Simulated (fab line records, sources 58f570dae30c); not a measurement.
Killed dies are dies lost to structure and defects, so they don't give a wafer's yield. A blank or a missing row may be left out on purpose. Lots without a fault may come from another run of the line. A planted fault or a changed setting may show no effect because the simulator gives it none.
Tool commonality check | flow berkeley_cmos170 | 14 lots, 48 wafers sampled

WHY IT WAS OPENED
At UCB170_ACTIVE_THK_MEAS_06 the reading ACTIVE_NITRIDE_THK is flagged on 2 of 14 lots. Wafers without a fault read 219.9 nm, standard deviation 2.4.
Rule: a lot is flagged when every wafer of it that has a number lies more than 4 standard deviations from that mean, or none has a number. The other lots count as sound.

lot  | measured    | on            | ACTIVE_NITRIDE_THK (nm), wafer by wafer | flag
L161 | day 4 04:01 | film_metro-04 | 218.7 218.7 218.3                       |
L163 | day 4 14:28 | film_metro-02 | 222.0 221.2 222.3                       |
L165 | day 4 21:41 | film_metro-03 | 197.0 195.8 195.8 197.1 195.8 195.9     | FLAGGED
L164 | day 4 21:42 | film_metro-04 | 198.3 196.8 199.1 198.3 197.0 199.1     | FLAGGED
L169 | day 5 15:41 | film_metro-03 | 219.9 220.0 219.6                       |
L173 | day 6 11:23 | film_metro-03 | 220.5 222.0 220.6                       |
L176 | day 7 05:11 | film_metro-02 | 217.6 216.7 219.9                       |
L179 | day 7 18:07 | film_metro-03 | 222.3 222.9 221.9                       |
L177 | day 7 18:10 | film_metro-03 | 216.4 216.5 218.6                       |
L178 | day 7 18:13 | film_metro-02 | 218.6 218.8 219.2                       |
L180 | day 8 18:52 | film_metro-03 | 220.3 220.6 220.9                       |
L182 | day 8 18:52 | film_metro-04 | 223.6 223.3 224.0                       |
L181 | day 8 18:53 | film_metro-02 | 220.8 219.6 221.5                       |
L184 | day 9 12:07 | film_metro-04 | 215.7 215.6 214.2                       |
The numbers of the flagged lots are 197.2 nm on average: -22.7 nm against the usual, or -9 standard deviations.

WHICH TOOL RAN EACH LOT
The record holds 1 process step before the reading, out of a route of 331 steps. In each cell: the tool, then ch and the chambers that the sampled wafers went through, then the start.
lot  | flag    | UCB170_ACTIVE_CVD_05
L161 |         | lpcvd-02 ch 1, day 4 02:05
L163 |         | lpcvd-01 ch 1, day 4 12:32
L165 | FLAGGED | lpcvd-01 ch 0, day 4 19:47
L164 | FLAGGED | lpcvd-01 ch 0, day 4 19:47
L169 |         | lpcvd-02 ch 1, day 5 13:47
L173 |         | lpcvd-02 ch 1, day 6 09:26
L176 |         | lpcvd-02 ch 0, day 7 03:16
L179 |         | lpcvd-02 ch 0, day 7 15:05
L177 |         | lpcvd-02 ch 0, day 7 15:05
L178 |         | lpcvd-02 ch 0, day 7 15:05
L180 |         | lpcvd-01 ch 1, day 8 16:56
L182 |         | lpcvd-01 ch 0, day 8 16:56
L181 |         | lpcvd-01 ch 0, day 8 16:56
L184 |         | lpcvd-02 ch 0, day 9 10:12
What these steps do:
- UCB170_ACTIVE_CVD_05: deposits Si3N4 from SiH2Cl2/NH3, target thk 220 nm, time 3300 s.
- UCB170_ACTIVE_THK_MEAS_06

FLAGGED OVER TOTAL, TOOL BY TOOL (the gauges that took the reading come last)
step                      | tool          | lots run | flagged | share of the flagged lots | sound lots run after its first flagged lot
UCB170_ACTIVE_CVD_05      | lpcvd-01      | 6        | 2       | all                       | 3 (L180,L181,L182)
UCB170_ACTIVE_CVD_05      | lpcvd-02      | 8        | 0       | none                      | -
UCB170_ACTIVE_THK_MEAS_06 | film_metro-02 | 4        | 0       | none                      | -
UCB170_ACTIVE_THK_MEAS_06 | film_metro-03 | 6        | 1       | some                      | 5 (L169,L173,L179,L177,L180)
UCB170_ACTIVE_THK_MEAS_06 | film_metro-04 | 4        | 1       | some                      | 2 (L182,L184)

WHAT THE TABLE ALLOWS
1 row of the table ran every flagged lot: lpcvd-01 at UCB170_ACTIVE_CVD_05.
- lpcvd-01 at UCB170_ACTIVE_CVD_05: 2 of its 6 lots flagged. Sound lots ran on it after the first flagged one (L180, L181, L182), which a lasting fault on the whole tool wouldn't allow.
No row of the table ran every flagged lot and no sound lot after the first.

WHAT THE SIMULATOR HAD PUT IN
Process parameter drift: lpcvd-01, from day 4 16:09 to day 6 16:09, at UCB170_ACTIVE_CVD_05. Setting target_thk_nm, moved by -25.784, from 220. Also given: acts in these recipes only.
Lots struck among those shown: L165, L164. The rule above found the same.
